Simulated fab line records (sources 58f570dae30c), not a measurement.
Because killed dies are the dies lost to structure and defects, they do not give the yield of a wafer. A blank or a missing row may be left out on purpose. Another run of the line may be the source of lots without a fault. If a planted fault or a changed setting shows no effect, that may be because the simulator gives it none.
Which tool did it? :: flow berkeley cmos170 :: Sampling: 7 lots, 21 wafers, 3 of 331 route steps

WHAT THE GAUGES READ, wafer by wafer
UCB170_GATE_THK_MEAS_05.
lot: L932
measured: day 8 12:07
on: film metro-03
GATE_POLY_THK (nm): 421.0 423.2 423.5

lot: L937
measured: day 9 15:10
on: film metro-03
GATE_POLY_THK (nm): 215.5 217.2 215.8

lot: L939
measured: day 9 15:07
on: film metro-04
GATE_POLY_THK (nm): 215.5 215.4 216.5

lot: L946
measured: day 10 17:28
on: film metro-04
GATE_POLY_THK (nm): 214.5 213.0 215.2

lot: L947
measured: day 10 17:28
on: film metro-03
GATE_POLY_THK (nm): 217.3 217.7 218.6

lot: L950
measured: day 11 02:01
on: film metro-03
GATE_POLY_THK (nm): 215.2 213.5 215.7

lot: L954
measured: day 12 05:28
on: film metro-02
GATE_POLY_THK (nm): 215.4 214.1 215.4

EACH LOT AND THE TOOL THAT RAN IT (in order: tool; ch and the chambers of the sampled wafers; start)
lot: L932
UCB170_PFIELD_STRIP_08: plasma asher-04 ch 0,1, day 6 04:23
UCB170_GATE_CVD_04: lpcvd-01 ch 0, day 8 09:04

lot: L937
UCB170_PFIELD_STRIP_08: plasma asher-04 ch 0,1, day 7 10:41
UCB170_GATE_CVD_04: lpcvd-02 ch 0, day 9 13:43

lot: L939
UCB170_PFIELD_STRIP_08: plasma asher-04 ch 0,1, day 7 10:13
UCB170_GATE_CVD_04: lpcvd-02 ch 0, day 9 13:43

lot: L946
UCB170_PFIELD_STRIP_08: plasma asher-04 ch 0,1, day 8 09:02
UCB170_GATE_CVD_04: lpcvd-01 ch 1, day 10 15:59

lot: L947
UCB170_PFIELD_STRIP_08: plasma asher-03 ch 0,1, day 8 09:08
UCB170_GATE_CVD_04: lpcvd-01 ch 1, day 10 15:59

lot: L950
UCB170_PFIELD_STRIP_08: plasma asher-01 ch 0,1, day 9 01:35
UCB170_GATE_CVD_04: lpcvd-02 ch 1, day 11 00:35

lot: L954
UCB170_PFIELD_STRIP_08: plasma asher-03 ch 0,1, day 9 23:24
UCB170_GATE_CVD_04: lpcvd-02 ch 0, day 12 04:00
- UCB170_PFIELD_STRIP_08: strips in O2.
- UCB170_GATE_CVD_04: deposits poly-Si from SiH4, time 1440 s, target thk 214 nm.

THE ANSWER, worked out from the rows above alone
Rule: usual is defined by the lots themselves. The widest of any qualifying gaps counts: lots, ordered by their means at a reading, are off when they make up no more than a third of the lots, leave a main group of 4 or more, and stand apart from it by 3 or more times the standard deviation of that group's means. A main group whose means are all the same, to the digits that the tables above print for the reading, isn't used. Also off: a lot with no number at a reading for which 4 or more lots have one. The other lots that the step has rows for count as sound.
Off: at UCB170_GATE_THK_MEAS_05 (GATE_POLY_THK), L932. Main group: mean 215.6 nm, sd 1.2.
A tool fits if, at a process step before that reading, it ran every lot that is off, and no sound lot after the first of them. Gauges at UCB170_GATE_THK_MEAS_05: tried the same way as those tools. No candidate that was tried fits.

WHAT THE SIMULATOR HAD PUT IN
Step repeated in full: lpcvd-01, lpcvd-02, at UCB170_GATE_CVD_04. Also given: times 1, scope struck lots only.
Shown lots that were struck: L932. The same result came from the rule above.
